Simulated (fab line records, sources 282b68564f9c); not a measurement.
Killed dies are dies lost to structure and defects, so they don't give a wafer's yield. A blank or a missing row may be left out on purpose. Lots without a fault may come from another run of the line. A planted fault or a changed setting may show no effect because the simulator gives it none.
fab line records | flow rit_cmos
record lots=14 wafers=42 last_day=7
route steps=202 shown NLDD@111 M1@202
lots that met no fault: from a run of the same line without faults
start_h: hours from the record's first day to the start of the lot's first wafer shown | wait_h: hours since the lot's step before | " the same as in the row above | L1.1+2: a row that stands for several wafers | - no value, or no start given | * or withheld: withheld | < > ~ a bound
route shown NAME@n: a module of which the file shows steps, and the number in the route of the first | usual: mean/standard deviation of fault-free wafers | same: alike in all rows | chamber/n: place in a boat | sites: the reading at each site | _std_site: their standard deviation | _edge_site: outer sites' mean less inner sites' | radius_mm: how far each site lies from the wafer's centre | mask NAME#n: copy n | behind: the tool/chamber that last shaped the wafer | hold: why the lot was held/for how many hours/how that ended | device: the transistor (n, p or np) that didn't switch | end of line: the same wafers' tests at the end of the route | a step without rows: its recipe alone | killed: dies lost to structure and defects at the first sort, not the wafer's yield | map: a wafer's dies, x killed, . not, _ none there
set.NAME: the setting as run; set.NAME@STEP: as run at that earlier step | model.NAME: the simulator's own value behind a step, which no gauge read
steps of the route over a sample of lots; a table a step, a row a wafer
services: from which hour (start_h, from the record's first day; less than 0 if before it) a tool's chamber was out of use, for how many hours, and why
## steps
# step RIT_NLDD_IMPLANT_08
# recipe species=P energy_kev=20 dose_cm2=5e+14 tilt_deg=7
# usual tilt_deg=7.000/0.021
# columns lot.wafer tool chamber start_h wait_h tilt_deg
L809.1 implanter-04 0 48.31 0.1 6.980
L809.2 " 0 " " 6.998
L809.4 " 0 " " 6.993
L810.2 implanter-02 0 48.59 0.1 7.009
L810.4 " 0 " " 6.990
L810.6 " 0 " " 6.979
L811.4 implanter-03 0 56.63 0.1 6.957
L811.5 " 0 " " 6.976
L811.6 " 0 " " 6.944
L812.1 implanter-02 0 59.11 0.1 6.969
L812.4 " 0 " " 6.976
L812.6 " 0 " " 6.990
L813.1 implanter-02 0 65.89 0.1 6.994
L813.3 " 0 " " 7.014
L813.6 " 0 " " 7.031
L814.4 implanter-03 0 71.49 0.1 6.992
L814.5 " 0 " " 6.983
L814.6 " 0 " " 7.000
L815.1 implanter-04 0 78.34 0.1 7.022
L815.3 " 0 " " 7.008
L815.5 " 0 " " 7.027
L817.4 implanter-04 0 90.45 0.1 7.001
L817.5 " 0 " " 6.992
L817.6 " 0 " " 7.006
L820.1 implanter-02 0 100.35 0.1 6.736
L820.3 " 0 " " 6.710
L820.5 " 0 " " 6.690
L821.3 implanter-02 0 107.71 0.1 6.704
L821.5 " 0 " " 6.674
L821.6 " 0 " " 6.677
L823.2 implanter-04 0 117.46 0.1 7.020
L823.3 " 0 " " 7.027
L823.4 " 0 " " 7.007
L827.1 implanter-04 0 137.14 0.1 6.978
L827.2 " 0 " " 6.999
L827.4 " 0 " " 6.996
L828.1 implanter-04 0 139.69 0.1 6.986
L828.3 " 0 " " 7.006
L828.5 " 0 " " 7.016
L830.1 implanter-04 0 151.91 0.1 6.980
L830.5 " 0 " " 7.007
L830.6 " 0 " " 7.034
# step RIT_M1_PROBE_99
# usual killed_at_contacts=0.1/0.23 killed_at_front_end=7/3 killed_dies=7/3 killed_open=3.3/1.8 killed_short=3.3/2.2
# same gross_dies=264 killed_at_M0_to_M3=0 killed_at_M4_up=0 killed_at_back_side=0 killed_at_other=0
# columns lot.wafer tool chamber start_h wait_h killed_at_contacts killed_at_front_end killed_dies killed_open killed_short
L810.2 prober-02 - 65.25 0.1 0 3 3 3 0
L810.4 prober-02 - 65.35 0.2 0 4 4 3 1
L810.6 prober-02 - 65.45 0.2 0 6 6 3 3
L828.1 prober-01 - 155.61 0.1 0 7 7 4 3
L828.3 prober-01 - 155.71 0.2 0 7 7 1 6
L828.5 prober-01 - 155.81 0.2 0 4 4 2 2
L830.1 prober-02 - 167.52 0.1 0 8 8 4 4
L830.5 prober-02 - 167.72 0.2 0 9 9 5 4
L830.6 prober-02 - 167.77 0.2 0 10 10 3 7
# killed by level:class
L810.2 GATE:geometric_particle:open=2 FOX1:geometric_particle:open=1
L810.4 GATE:geometric_particle:open=2 GATE:geometric_particle:short=1 REOX:geometric_particle:open=1
L810.6 GATE:geometric_particle:short=1 GATE:geometric_particle:open=1 REOX:geometric_particle:short=1 REOX:geometric_particle:open=1 SPACER:geometric_particle:open=1 SILICIDE:geometric_particle:short=1
L828.1 GATE:geometric_particle:short=3 GATE:geometric_particle:open=2 FOX1:geometric_particle:open=1 SPACER:geometric_particle:open=1
L828.3 GATE:geometric_particle:short=3 SILICIDE:geometric_particle:short=2 FOX2:geometric_particle:open=1 SPACER:geometric_particle:short=1
L828.5 REOX:geometric_particle:short=2 REOX:geometric_particle:open=2
L830.1 GATE:geometric_particle:short=2 FOX1:geometric_particle:open=1 FOX1:geometric_particle:short=1 FOX2:geometric_particle:short=1 FOX2:geometric_particle:open=1 GATE:geometric_particle:open=1 SPACER:geometric_particle:open=1
L830.5 GATE:geometric_particle:open=3 FOX1:geometric_particle:short=2 FOX2:geometric_particle:open=2 FOX2:geometric_particle:short=1 SILICIDE:geometric_particle:short=1
L830.6 SPACER:geometric_particle:open=3 REOX:geometric_particle:short=2 SPACER:geometric_particle:short=2 FOX1:geometric_particle:short=1 GATE:geometric_particle:short=1 SILICIDE:geometric_particle:short=1
## services
# columns tool chamber start_h hours kind
implanter-04 - 37.98 2.9 pm
implanter-04 - 44.98 1.8 repair
implanter-03 - 46.58 2.2 pm
implanter-02 - 57.27 1.4 repair
implanter-02 - 61.55 3.8 repair
implanter-04 - 62.62 6.2 repair
implanter-03 - 89.53 3.3 repair
implanter-03 - 106.42 7.0 repair
implanter-02 - 110.98 1.2 repair
## key
first_sign step=RIT_NLDD_IMPLANT_08 reading=tilt_deg direction=down sigmas=14 usual=7.000 struck=6.698
effect none on later readings
met_at RIT_NLDD_IMPLANT_08
struck_lots L820,L821
tester_left_out L820,L821
onset_between 65.89 100.35
fault kind=process_parameter_drift tool=implanter-02 chamber=- onset_h=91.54 steps=RIT_NLDD_IMPLANT_08 channel=tilt_deg offset=-0.31035 shape=step end_h=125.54 acts_in=these_recipes_only stated=7
# tester_left_out: of these lots the tester's yield and bins aren't shown, on N5 and GAA mostly nor the transistor test; their killed dies are dies lost to structure and defects alone, not to doping, threshold or leakage, so they don't give the yield
